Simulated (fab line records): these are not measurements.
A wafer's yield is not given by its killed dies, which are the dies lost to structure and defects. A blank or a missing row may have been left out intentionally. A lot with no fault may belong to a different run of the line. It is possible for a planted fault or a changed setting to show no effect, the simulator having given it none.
A struck lot beside a sound one / flow berkeley-cmos170 / 23 steps out of a route of 331
Sound: the wafers L663.2, L663.4, L663.6. The struck wafers were L654.1, L654.2, L654.5. At the end, the cause is stated.
Each step with rows lists, per side, the tool, then ch with its chambers, then its first start. Under that, the readings that differ: sound wafers / struck wafers / difference of the means / sigmas: that difference in standard deviations of wafers without a fault.
alike: words and numbers the same on both sides, and readings whose means are apart by under 2 such deviations; not compared: readings that were withheld, readings missing a value for some wafer, numbers with overlapping values and no deviation given by the record, and bounds like >300 which may hide the same value.
The two part at a step that has a row with sigmas, a row that says differs or no value, or rows on one side only. Numbers that have no deviation but don't overlap get no sigmas and don't part them. A reading that every wafer of one side lacks parts them only if that side has two wafers or more.

UCB170_M2_OVL_MEAS_16:
  sound on overlay-02 at day 16 12:35; struck on overlay-02 at day 10 13:27
  alike: M2_OVL
UCB170_M2_ETCH_17: etches BARC in N2/H2.
  sound on rie-diel-02 ch 0,1,3, day 16 12:37; struck on rie-diel-01 ch 0,3, day 10 13:29
  alike: chamber-pressure-mTorr, drypump-motor-current-A, oes-product-au, throttle-valve-pct
UCB170_M2_METAL_ETCH_18: etches Al in Cl2/BCl3, stops on SiO2, target depth 1170 nm, time 195 s.
  sound on rie-metal-02 ch 0, day 16 12:39; struck on rie-metal-02 ch 0,1, day 10 13:32
  alike: chamber-pressure-mTorr, drypump-motor-current-A, he-backside-leak-sccm, oes-product-au, throttle-valve-pct
  not compared: rf-hours-counter-h
UCB170_M2_STRIP_19: strips in O2.
  sound on plasma-asher-02 ch 0,1, day 16 12:50; struck on plasma-asher-02 ch 0,1, day 10 13:43
  alike: chamber-pressure-mTorr, drypump-motor-current-A, oes-product-au
  not compared: rf-hours-counter-h
UCB170_M2_CD_MEAS_90: target cd 700 nm.
  sound on cd-sem-02 at day 16 12:59; struck on cd-sem-02 at day 10 13:49
reading=cd-nm (nm); sound=701.9 701.4 699.3; struck=698.2 695.2 695.5; difference=-4.6; sigmas=-2
UCB170_V2_CVD_00: deposits SiO2 from TEOS/O2, target thk 2000 nm, time 250 s.
  sound on pecvd-03 ch 0,1,2, day 16 13:05; struck on pecvd-02 ch 0,1,2, day 10 13:56
  alike: heater-power-w
UCB170_V2_THK_MEAS_01:
  sound on film-metro-02 at day 16 13:15; struck on film-metro-02 at day 10 14:05
  alike: V2_TEOS_THK
UCB170_V2_CMP_02: polishes SiO2.
  sound on cmp-02 ch 0,1,2, day 16 13:18; struck on cmp-01 ch 1,3, day 10 14:09
  alike: motor-current-A
UCB170_V2_BOW_MEAS_03:
  sound on film-metro-04 at day 16 13:37; struck on film-metro-03 at day 10 14:27
  alike: V2_BOW
UCB170_V2_THK_MEAS_04:
  sound on film-metro-04 at day 16 13:44; struck on film-metro-03 at day 10 14:34
  alike: V2_POLISHED_THK
then, 2 steps without rows for these wafers: UCB170_V2_CLEAN_05 (cleans in DIW); UCB170_V2_HMDS_06 (prime time 60 s).
UCB170_V2_COAT_07: resist thk 900 nm.
  sound on litho-track-03 ch 0, day 16 14:37; struck on litho-track-02 ch 0, day 10 15:08
reading=spin-speed-rpm (rpm); sound=1499.4 1498.8 1498.2; struck=1409.2 1409.5 1411.2; difference=-88.8; sigmas=-90
reading=model.KrF_of_V2_COAT_07.thk-nm (nm); sound=896.8 898.3 899.7; struck=928.2 923 927.8; difference=+28.1; sigmas=
then, 4 steps without rows for these wafers: UCB170_V2_SOFTBAKE_08 (time 60 s); UCB170_V2_EXPOSE_09 (exposes mask VIA2, target cd 700 nm); UCB170_V2_PEB_10; UCB170_V2_DEVELOP_11 (develop time 45 s).
UCB170_V2_CD_MEAS_12: target cd 700 nm.
  sound on cd-sem-02 at day 16 16:32; struck on cd-sem-02 at day 10 16:10
  alike: cd-nm
UCB170_V2_OVL_MEAS_13:
  sound on overlay-02 at day 16 16:38; struck on overlay-01 at day 10 16:17
  alike: V2_OVL
UCB170_V2_ETCH_14: etches SiO2 in CHF3/CF4/Ar, stops on Al, target depth 1250 nm, time 291 s.
  sound on rie-diel-04 ch 0,1, day 16 16:40; struck on rie-diel-03 ch 1,2,3, day 10 16:19
reading=model.KrF_of_V2_COAT_07.thk-nm (nm); sound=608.2 608.7 617; struck=633.3 632.8 633; difference=+21.7; sigmas=
  alike: chamber-pressure-mTorr, drypump-motor-current-A, oes-product-au, throttle-valve-pct
  not compared: rf-hours-counter-h
UCB170_V2_STRIP_15: strips in O2.
  sound on plasma-asher-01 ch 0,1, day 16 16:51; struck on plasma-asher-04 ch 0,1, day 10 16:30
reading=strip-time-to-endpoint-s (s); sound=15.27 15.28 15.49; struck=15.86 15.85 15.85; difference=+0.51; sigmas=+5
  alike: chamber-pressure-mTorr, drypump-motor-current-A, oes-product-au
  not compared: rf-hours-counter-h
UCB170_V2_CD_MEAS_90: target cd 700 nm.
  sound on cd-sem-01 at day 16 16:58; struck on cd-sem-01 at day 10 16:36
  alike: cd-nm
UCB170_M3_PROBE_99:
  the record has rows for the struck wafers here (prober-01, day 10 20:19) and none for the sound ones

== WHERE THEY PART ==
First at UCB170_M2_CD_MEAS_90; last, within this record, at UCB170_M3_PROBE_99.

WHY: what had been put in by the simulator
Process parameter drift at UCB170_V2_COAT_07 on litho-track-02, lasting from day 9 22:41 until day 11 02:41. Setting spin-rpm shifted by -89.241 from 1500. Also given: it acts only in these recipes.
